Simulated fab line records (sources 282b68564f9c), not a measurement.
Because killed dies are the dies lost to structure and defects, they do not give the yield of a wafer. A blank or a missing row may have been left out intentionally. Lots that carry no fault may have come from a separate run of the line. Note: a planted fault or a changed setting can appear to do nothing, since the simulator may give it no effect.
fab line records	flow ritCmos
record: lots: 6	wafers: 18	lastDay: 7
route steps=202 shown PSD@144 SDANNEAL@153 NSD@158 PLDD@159 NLDD@160 M1@202
lots that met no fault: from a run of the same line without faults
startH: hours from the record's opening day to when the first of the lot's shown wafers began	waitH: how many hours have passed since the lot's step before this one	" same as the row above	L1.1+2: several wafers, shown together as one row	- no value present, or no start provided	* or withheld: withheld	< > ~ a bound
route shown NAME@n: names a module that has steps shown in the file, with the first one's number in the route	usual: mean and standard deviation over wafers with no fault	same: alike in all rows	chamber/n: place in a boat	sites: each site's reading	_std_site: standard deviation across them	_edge_site: inner sites' mean taken away from outer sites' mean	radiusMm: how far each site lies from the wafer's centre	mask NAME#n: copy n	behind: the tool/chamber that last shaped the wafer	hold: reason for holding the lot/hours on hold/outcome of the hold	device: whichever transistor did not switch (one of n, p or np)	end of line: the same wafers' tests at the end of the route	for a step that has no rows: nothing shown but its recipe	killed: count of dies lost to structure and defects at first sort (not the wafer's yield)	map: dies across one wafer; x = killed, . = not, _ = none there
set.NAME: the run value of the setting; set.NAME@STEP: its run value at that earlier step	model.NAME: the simulator's own value behind a step, which no gauge read
certain route steps with their lots: each step a table, each wafer a row
services: from which hour (startH, from the record's first day; less than 0 if before it) a tool's chamber was out of use, for how many hours, and why
== steps ==
step: RIT_PSD_SOFTBAKE_02
recipe: resist: NOVOLAK	tempC: 90	timeS: 60
step: RIT_PSD_EXPOSE_03
recipe: maskId: M10	na: 0.57	targetCdNm: 40900	doseMj: 250
step: RIT_PSD_PEB_04
recipe: resist: NOVOLAK	tempC: withheld	timeS: withheld
step: RIT_PSD_DEVELOP_05
recipe: resist: NOVOLAK	developTimeS: 50	devTempC: 23
step: RIT_PSD_OVL_MEAS_06
usual: PSD_OVL: 0.8/1.7
lot.wafer	tool	chamber	startH	waitH	PSD_OVL[nm]
L280.2	overlay-01	-	70.21	-	2.8
L280.3	"	-	"	"	4.1
L280.5	"	-	"	"	4.2
L281.2	overlay-02	-	72.76	-	1.3
L281.5	"	-	"	"	-0.7
L281.6	"	-	"	"	0.4
L293.2	overlay-01	-	133.69	-	2.8
L293.5	"	-	"	"	1.0
L293.6	"	-	"	"	2.9
L295.1	overlay-01	-	141.95	-	1.7
L295.2	"	-	"	"	2.9
L295.5	"	-	"	"	2.1
L298.1	overlay-02	-	157.28	-	-1.2
L298.2	"	-	"	"	0.8
L298.5	"	-	"	"	-2.4
L300.2	overlay-01	-	168.36	-	5.4
L300.3	"	-	"	"	4.5
L300.6	"	-	"	"	3.4
step: RIT_PSD_HARDBAKE_07
recipe: resist: NOVOLAK	tempC: 140	timeS: 60
step: RIT_PSD_IMPLANT_08
recipe: species: BF2	energyKev: 27	doseCm2: 5e+15	tiltDeg: 7
step: RIT_PSD_STRIP_09
recipe: chemistry: O2	timeS: 180	resist: NOVOLAK	platenTempC: withheld	powerW: 500	pressureMtorr: 4000	o2FlowSccm: 4000
usual: drypumpMotorCurrentA: 5.6/0.35
lot.wafer	tool	chamber	startH	waitH	drypumpMotorCurrentA	rfHoursCounterH
L280.2	plasmaAsher-01	1	70.54	0.1	5.4	43
L280.3	"	1	"	"	5.4	-
L280.5	"	0	"	"	5.9	-
L281.2	plasmaAsher-04	0	73.09	0.1	5.5	43
L281.5	"	1	"	"	6.5	-
L281.6	"	0	"	"	5.4	-
L293.2	plasmaAsher-01	0	134.02	0.1	5.9	51
L293.5	"	1	"	"	5.4	-
L293.6	"	0	"	"	5.9	-
L295.1	plasmaAsher-03	0	142.29	0.1	5.5	35
L295.2	"	1	"	"	5.4	35
L295.5	"	0	"	"	5.5	-
L298.1	plasmaAsher-03	0	157.62	0.1	5.5	37
L298.2	"	1	"	"	5.4	37
L298.5	"	1	"	"	5.4	-
L300.2	plasmaAsher-04	0	168.69	0.1	5.5	5
L300.3	"	0	"	"	5.4	-
L300.6	"	1	"	"	6.5	-
step: RIT_PSD_TW_MEAS_10
usual: PSD_TW: 3428/24
lot.wafer	tool	chamber	startH	waitH	PSD_TW
L280.2	filmMetro-02	-	70.72	0.1	3432
L280.3	"	-	"	"	3452
L280.5	"	-	"	"	3455
L281.2	filmMetro-02	-	73.28	0.1	3451
L281.5	"	-	"	"	3467
L281.6	"	-	"	"	3481
L293.2	filmMetro-02	-	134.21	0.1	3437
L293.5	"	-	"	"	3412
L293.6	"	-	"	"	3434
L295.1	filmMetro-04	-	142.46	0.1	3399
L295.2	"	-	"	"	3406
L295.5	"	-	"	"	3387
L298.1	filmMetro-01	-	157.79	0.1	3433
L298.2	"	-	"	"	3435
L298.5	"	-	"	"	3418
L300.2	filmMetro-01	-	168.87	0.1	3423
L300.3	"	-	"	"	3411
L300.6	"	-	"	"	3410
step: RIT_SDANNEAL_CLEAN_00
recipe: chemistry: SC1	mix: 3:3:50	timeS: 600	tempC: 75
step: RIT_SDANNEAL_CLEAN_01
recipe: chemistry: dHF	dilution: 50:1	timeS: 30
step: RIT_SDANNEAL_CLEAN_02
recipe: chemistry: SC2	mix: 3:3:50	timeS: 600	tempC: 75	dry: n2Spin
step: RIT_SDANNEAL_RTA_03
recipe: tempC: 1050	timeS: 5	idleTempC: 600	rampUpCPerS: 342	rampDownCPerS: 171	coolToC: 600	ambient: N2
usual: rampUpCPerS: 342.00/0.059	wafer_temp_C_max: 1053.6/1.3
lot.wafer	tool	chamber	startH	waitH	rampUpCPerS	wafer_temp_C_max
L280.2	rtpAnneal-01	0	71.15	0.0	341.95	1055.5
L280.3	"	0	"	"	341.94	1051.7
L280.5	"	0	"	"	341.99	1054.2
L281.2	rtpAnneal-02	0	73.70	0.0	342.01	1053.2
L281.5	"	0	"	"	341.96	1057.5
L281.6	"	0	"	"	342.04	1051.3
L293.2	rtpAnneal-02	0	134.65	0.0	341.91	1053.5
L293.5	"	0	"	"	341.98	1053.9
L293.6	"	0	"	"	342.03	1053.3
L295.1	rtpAnneal-02	0	142.89	0.0	341.99	1054.7
L295.2	"	0	"	"	341.93	1054.0
L295.5	"	0	"	"	342.01	1054.1
L298.1	rtpAnneal-01	0	158.25	0.0	342.09	1051.6
L298.2	"	0	"	"	342.01	1052.0
L298.5	"	0	"	"	342.04	1053.0
L300.2	rtpAnneal-01	0	169.32	0.0	341.95	1053.8
L300.3	"	0	"	"	342.01	1052.1
L300.6	"	0	"	"	341.98	1052.6
step: RIT_SDANNEAL_RS_MEAS_04
recipe: thkMeasGauge: four-point-probe
usual: PSD_RS: 115.93/0.3
lot.wafer	tool	chamber	startH	waitH	PSD_RS[ohm/sq]
L280.2	filmMetro-01	-	71.22	0.1	116.07
L280.3	"	-	"	"	115.44
L280.5	"	-	"	"	116.00
L281.2	filmMetro-02	-	73.77	0.1	116.28
L281.5	"	-	"	"	115.87
L281.6	"	-	"	"	116.10
L293.2	filmMetro-01	-	134.72	0.1	127.72
L293.5	"	-	"	"	127.59
L293.6	"	-	"	"	127.80
L295.1	filmMetro-04	-	142.95	0.0	127.54
L295.2	"	-	"	"	128.03
L295.5	"	-	"	"	127.71
L298.1	filmMetro-01	-	158.31	0.0	116.10
L298.2	"	-	"	"	115.87
L298.5	"	-	"	"	116.12
L300.2	filmMetro-02	-	169.39	0.1	115.45
L300.3	"	-	"	"	115.59
L300.6	"	-	"	"	115.85
step: RIT_SDANNEAL_RS_MEAS_05
recipe: thkMeasGauge: four-point-probe
usual: NSD_RS: 84.6/0.33
lot.wafer	tool	chamber	startH	waitH	NSD_RS[ohm/sq]
L280.2	filmMetro-01	-	71.34	0.1	84.5
L280.3	"	-	"	"	84.6
L280.5	"	-	"	"	84.5
L281.2	filmMetro-02	-	73.89	0.1	84.1
L281.5	"	-	"	"	84.2
L281.6	"	-	"	"	84.1
L293.2	filmMetro-01	-	134.84	0.1	85.8
L293.5	"	-	"	"	85.6
L293.6	"	-	"	"	85.6
L295.1	filmMetro-04	-	143.07	0.1	85.0
L295.2	"	-	"	"	85.1
L295.5	"	-	"	"	84.9
L298.1	filmMetro-01	-	158.43	0.1	85.0
L298.2	"	-	"	"	85.2
L298.5	"	-	"	"	85.0
L300.2	filmMetro-02	-	169.51	0.1	84.0
L300.3	"	-	"	"	83.9
L300.6	"	-	"	"	84.1
step: RIT_SDANNEAL_RS_MEAS_06
recipe: thkMeasGauge: four-point-probe
usual: PLDD_RS: 178.6/0.53
lot.wafer	tool	chamber	startH	waitH	PLDD_RS[ohm/sq]
L280.2	filmMetro-01	-	71.46	0.1	178.6
L280.3	"	-	"	"	178.8
L280.5	"	-	"	"	179.0
L281.2	filmMetro-02	-	74.01	0.1	178.5
L281.5	"	-	"	"	178.6
L281.6	"	-	"	"	178.3
L293.2	filmMetro-01	-	134.96	0.1	191.0
L293.5	"	-	"	"	191.6
L293.6	"	-	"	"	191.2
L295.1	filmMetro-04	-	143.19	0.1	191.1
L295.2	"	-	"	"	191.0
L295.5	"	-	"	"	191.5
L298.1	filmMetro-01	-	158.55	0.1	179.3
L298.2	"	-	"	"	179.3
L298.5	"	-	"	"	179.1
L300.2	filmMetro-02	-	169.63	0.1	177.9
L300.3	"	-	"	"	178.2
L300.6	"	-	"	"	178.2
step: RIT_SDANNEAL_RS_MEAS_07
recipe: thkMeasGauge: four-point-probe
usual: NLDD_RS: 151.6/0.54
lot.wafer	tool	chamber	startH	waitH	NLDD_RS[ohm/sq]
L280.2	filmMetro-01	-	71.58	0.1	152.4
L280.3	"	-	"	"	152.4
L280.5	"	-	"	"	152.6
L281.2	filmMetro-02	-	74.13	0.1	152.3
L281.5	"	-	"	"	152.0
L281.6	"	-	"	"	151.8
L293.2	filmMetro-01	-	135.08	0.1	153.0
L293.5	"	-	"	"	152.7
L293.6	"	-	"	"	152.0
L295.1	filmMetro-04	-	143.31	0.1	151.5
L295.2	"	-	"	"	151.7
L295.5	"	-	"	"	151.6
L298.1	filmMetro-01	-	158.67	0.1	152.0
L298.2	"	-	"	"	152.6
L298.5	"	-	"	"	152.3
L300.2	filmMetro-02	-	169.75	0.1	152.3
L300.3	"	-	"	"	151.3
L300.6	"	-	"	"	151.6
step: RIT_M1_PROBE_99
usual: killedAtFrontEnd: 6.8/2.7	killedDies: 6.8/2.7	killedOpen: 3.4/1.8	killedShort: 3.5/1.7
same: grossDies: 264	killed_at_M0_to_M3: 0	killed_at_M4_up: 0	killedAtBackSide: 0	killedAtContacts: 0	killedAtOther: 0
lot.wafer	tool	chamber	startH	waitH	killedAtFrontEnd	killedDies	killedOpen	killedShort
L281.2	prober-01	-	81.19	0.1	7	7	2	5
L281.5	prober-01	-	81.34	0.2	6	6	0	6
L281.6	prober-01	-	81.39	0.2	7	7	3	4
killed by level:class
L281.2 GATE:geometricParticle:short=3 FOX1:geometricParticle:short=1 FOX2:geometricParticle:open=1 GATE:geometricParticle:open=1 SPACER:geometricParticle:short=1
L281.5 GATE:geometricParticle:short=3 REOX:geometricParticle:short=1 SPACER:geometricParticle:short=1 SILICIDE:geometricParticle:short=1
L281.6 FOX2:geometricParticle:short=2 GATE:geometricParticle:open=2 GATE:geometricParticle:short=1 REOX:geometricParticle:short=1 REOX:geometricParticle:open=1
== services ==
tool	chamber	startH	hours	kind
rtpAnneal-01	-	66.52	0.7	pm
plasmaAsher-04	-	78.79	21.3	repair
plasmaAsher-04	-	108.75	9.0	pm
plasmaAsher-04	0	108.75	9.0	ventCycle
plasmaAsher-04	1	108.75	9.0	ventCycle
plasmaAsher-04	0	117.75	-	clean
plasmaAsher-04	1	117.75	-	clean
== key ==
firstSign: step: RIT_SDANNEAL_RS_MEAS_04	reading: PSD_RS	direction: up	sigmas: 40	usual: 115.93	struck: 127.73
effect: step: RIT_SDANNEAL_RS_MEAS_05	reading: NSD_RS	direction: up	sigmas: 2.3	usual: 84.6	struck: 85.3
effect: step: RIT_SDANNEAL_RS_MEAS_06	reading: PLDD_RS	direction: up	sigmas: 24	usual: 178.6	struck: 191.2
metAt RIT_SDANNEAL_RTA_03
struckWafers L293.2,L293.5,L293.6,L295.1,L295.2,L295.5
testerLeftOut L293,L295
onsetBetween 73.70 134.65
fault: kind: processParameterDrift	tool: rtpAnneal-02	chamber: -	onsetH: 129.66	steps: RIT_SDANNEAL_RTA_03	channel: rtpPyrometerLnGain	offset: 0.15	shape: step	endH: 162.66
testerLeftOut: of these lots the tester's yield and bins aren't shown, on N5 and GAA mostly nor the transistor test; their killed dies are dies lost to structure and defects alone, not to doping, threshold or leakage, so they don't give the yield
